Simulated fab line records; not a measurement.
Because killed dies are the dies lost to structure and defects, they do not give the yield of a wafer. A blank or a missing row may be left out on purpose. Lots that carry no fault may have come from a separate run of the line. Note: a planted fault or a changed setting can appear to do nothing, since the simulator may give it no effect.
What tool caused it? + flow berkeleyCmos170 + 42 wafers from 14 lots sampled at 4 of the route's 331 steps

## WHAT THE GAUGES READ, wafer by wafer
UCB170_M1_OVL_MEAS_10.
| lot  | measured     | on         | M1_OVL (nm) |
|------|--------------|------------|-------------|
| L330 | day 7 17:52  | overlay-01 | 9 6 -3      |
| L331 | day 8 11:38  | overlay-02 | 5 -2 1      |
| L332 | day 8 19:09  | overlay-01 | 3 -2 2      |
| L333 | day 8 21:50  | overlay-01 | -6 -2 -3    |
| L334 | day 8 21:35  | overlay-02 | -8 4 -8     |
| L335 | day 8 21:23  | overlay-01 | 9 7 12      |
| L338 | day 10 01:37 | overlay-02 | 3 4 2       |
| L344 | day 11 06:46 | overlay-02 | 0 -2 -5     |
| L346 | day 11 04:51 | overlay-02 | -8 -12 -12  |
| L345 | day 11 05:53 | overlay-02 | 1 1 1       |
| L348 | day 11 21:36 | overlay-01 | 5 0 -3      |
| L349 | day 12 08:37 | overlay-02 | 8 1 -7      |
| L352 | day 12 08:26 | overlay-02 | -1 1 -7     |
| L353 | day 13 06:13 | overlay-02 | 5 3 -1      |

UCB170_V2_CD_MEAS_12 targets a cd of 700 nm.
| lot  | measured     | on       | cdNm (nm)         |
|------|--------------|----------|-------------------|
| L330 | day 8 05:51  | cdSem-02 | 702.2 700.6 700.7 |
| L331 | day 8 20:48  | cdSem-01 | 701.8 701.9 701.8 |
| L332 | day 9 04:19  | cdSem-02 | 700.4 702.2 702.1 |
| L333 | day 9 09:29  | cdSem-01 | 700.3 699.8 700.2 |
| L334 | day 9 10:05  | cdSem-01 | 698.4 697.2 698.2 |
| L335 | day 9 08:46  | cdSem-01 | 700.3 699.8 700.0 |
| L338 | day 10 15:14 | cdSem-01 | 700.7 699.9 700.2 |
| L344 | day 11 22:28 | cdSem-02 | 697.6 699.1 697.6 |
| L346 | day 11 21:57 | cdSem-01 | 700.0 701.0 700.5 |
| L345 | day 11 16:53 | cdSem-02 | 698.7 700.4 699.6 |
| L348 | day 12 07:39 | cdSem-02 | 699.8 699.2 698.4 |
| L349 | day 12 19:51 | cdSem-01 | 699.6 701.2 698.7 |
| L352 | day 12 18:40 | cdSem-02 | 701.9 702.3 702.5 |
| L353 | day 13 17:08 | cdSem-01 | 700.4 700.0 699.8 |

## WHAT TOOL EACH LOT RAN ON (gives the tool, then ch and the chambers of the sampled wafers, and finally the start)
| lot  | UCB170_ZERO_ETCH_06              | UCB170_PVT_DEVELOP_05            |
|------|----------------------------------|----------------------------------|
| L330 | rieDiel-03 ch 1,2,3, day 1 17:53 | lithoTrack-01 ch 0, day 6 02:00  |
| L331 | rieDiel-01 ch 0,1,2, day 2 00:28 | lithoTrack-03 ch 0, day 6 16:00  |
| L332 | rieDiel-03 ch 0,1,3, day 2 08:00 | lithoTrack-04 ch 0, day 7 06:00  |
| L333 | rieDiel-04 ch 0,1,2, day 2 14:40 | lithoTrack-04 ch 0, day 7 05:00  |
| L334 | rieDiel-04 ch 0,2, day 2 21:20   | lithoTrack-01 ch 0, day 7 06:00  |
| L335 | rieDiel-03 ch 0,1,3, day 2 21:20 | lithoTrack-04 ch 0, day 7 06:00  |
| L338 | rieDiel-01 ch 0,1, day 3 17:40   | lithoTrack-04 ch 0, day 8 10:00  |
| L344 | rieDiel-03 ch 0,3, day 4 18:33   | lithoTrack-04 ch 0, day 9 13:00  |
| L346 | rieDiel-03 ch 1,2, day 5 07:35   | lithoTrack-01 ch 0, day 9 13:00  |
| L345 | rieDiel-01 ch 0,1, day 5 07:49   | lithoTrack-04 ch 0, day 9 13:00  |
| L348 | rieDiel-04 ch 0,2, day 5 13:45   | lithoTrack-01 ch 0, day 10 05:00 |
| L349 | rieDiel-04 ch 0,2, day 5 18:02   | lithoTrack-01 ch 0, day 10 17:00 |
| L352 | rieDiel-01 ch 0,2,3, day 6 08:36 | lithoTrack-01 ch 0, day 10 18:00 |
| L353 | rieDiel-01 ch 1,2,3, day 6 16:28 | lithoTrack-01 ch 0, day 11 10:00 |
- UCB170_ZERO_ETCH_06: etches SiO2 in CHF3/CF4/Ar, time 12 s.
- UCB170_PVT_DEVELOP_05: develop time 45 s.

## AS READ BY THE TOOLS THEMSELVES (means over the sampled wafers that have a number; for cases with no such wafer, the mark the record gives instead)
UCB170_ZERO_ETCH_06.
| lot  | tool       | drypumpMotorCurrentA (A) | oesProductAu (a.u.) | throttleValvePct (%) |
|------|------------|--------------------------|---------------------|----------------------|
| L330 | rieDiel-03 | 5.61                     | 0.622               | 9.22                 |
| L331 | rieDiel-01 | 5.61                     | 0.619               | 9.29                 |
| L332 | rieDiel-03 | 5.41                     | 0.625               | 9.18                 |
| L333 | rieDiel-04 | 5.43                     | 0.626               | 9.19                 |
| L334 | rieDiel-04 | 5.35                     | 0.628               | 9.22                 |
| L335 | rieDiel-03 | 5.43                     | 0.619               | 9.19                 |
| L338 | rieDiel-01 | 5.31                     | 0.621               | 9.21                 |
| L344 | rieDiel-03 | 5.44                     | 0.630               | 9.10                 |
| L346 | rieDiel-03 | 5.44                     | 0.630               | 9.42                 |
| L345 | rieDiel-01 | 5.44                     | 0.624               | 9.39                 |
| L348 | rieDiel-04 | 5.34                     | 0.618               | 9.22                 |
| L349 | rieDiel-04 | 5.33                     | 0.622               | 9.22                 |
| L352 | rieDiel-01 | 5.70                     | 0.617               | 9.29                 |
| L353 | rieDiel-01 | 5.58                     | 0.615               | 9.10                 |

UCB170_PVT_DEVELOP_05.
| lot  | tool          | chillPlateTempC (C) | developerTempC (C) |
|------|---------------|---------------------|--------------------|
| L330 | lithoTrack-01 | 22.93               | 21.15              |
| L331 | lithoTrack-03 | 22.90               | 21.00              |
| L332 | lithoTrack-04 | 23.09               | 21.11              |
| L333 | lithoTrack-04 | 22.99               | 20.91              |
| L334 | lithoTrack-01 | 23.03               | 21.04              |
| L335 | lithoTrack-04 | 23.06               | 21.00              |
| L338 | lithoTrack-04 | 22.93               | 20.97              |
| L344 | lithoTrack-04 | 23.02               | 19.08              |
| L346 | lithoTrack-01 | 23.06               | 20.88              |
| L345 | lithoTrack-04 | 22.91               | 19.01              |
| L348 | lithoTrack-01 | 22.94               | 21.14              |
| L349 | lithoTrack-01 | 23.00               | 21.07              |
| L352 | lithoTrack-01 | 23.11               | 21.02              |
| L353 | lithoTrack-01 | 23.01               | 20.87              |

## THE ANSWER, worked out from the rows above alone
Rule: the usual values come from the lots themselves. Put in order of their means at a reading, lots are off if they are a third of the lots or fewer, leave a main group of 4 or more, and stand apart from it by a gap of 3 or more times the standard deviation of the main group's means; of several such gaps the widest counts. The tables above print the reading to a certain number of digits; a main group whose means all agree to those digits is not used. A lot without any number at a reading at which 4 lots or more have one is off too. Where the step has rows for the other lots, those lots are counted as sound. The gauges are gone through in route order, then the tools' own readings, and for those a lot's mean is taken as printed above. The first step at which some lot is off is used, and at that step the reading that is off furthest; a lot without a number counts as furthest.
Off, at UCB170_PVT_DEVELOP_05 on developerTempC: L344, L345. For the main group the mean is 21.01 C and the standard deviation 0.091.
If a tool, at that step or one of the process steps before it, ran each lot that is off and ran no sound lot following the first of them, it fits. One fits: lithoTrack-04 at UCB170_PVT_DEVELOP_05. A fault onset in the window from L338 (day 8 10:00, its last sound lot) to L345 (day 9 13:00, its first lot off) fits.
On the lots that are off, the tool's own readings at UCB170_PVT_DEVELOP_05 differ by more than 5 times the standard deviation of the sound lots' means, which bears it out; developerTempC reads 19.05 C there versus 21.01 C on the sound lots.

## WHAT THE SIMULATOR PUT IN
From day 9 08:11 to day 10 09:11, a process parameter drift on lithoTrack-04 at UCB170_PVT_DEVELOP_05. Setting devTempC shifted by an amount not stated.
Shown lots that were struck: L345, L344. The rule given above showed the same thing.
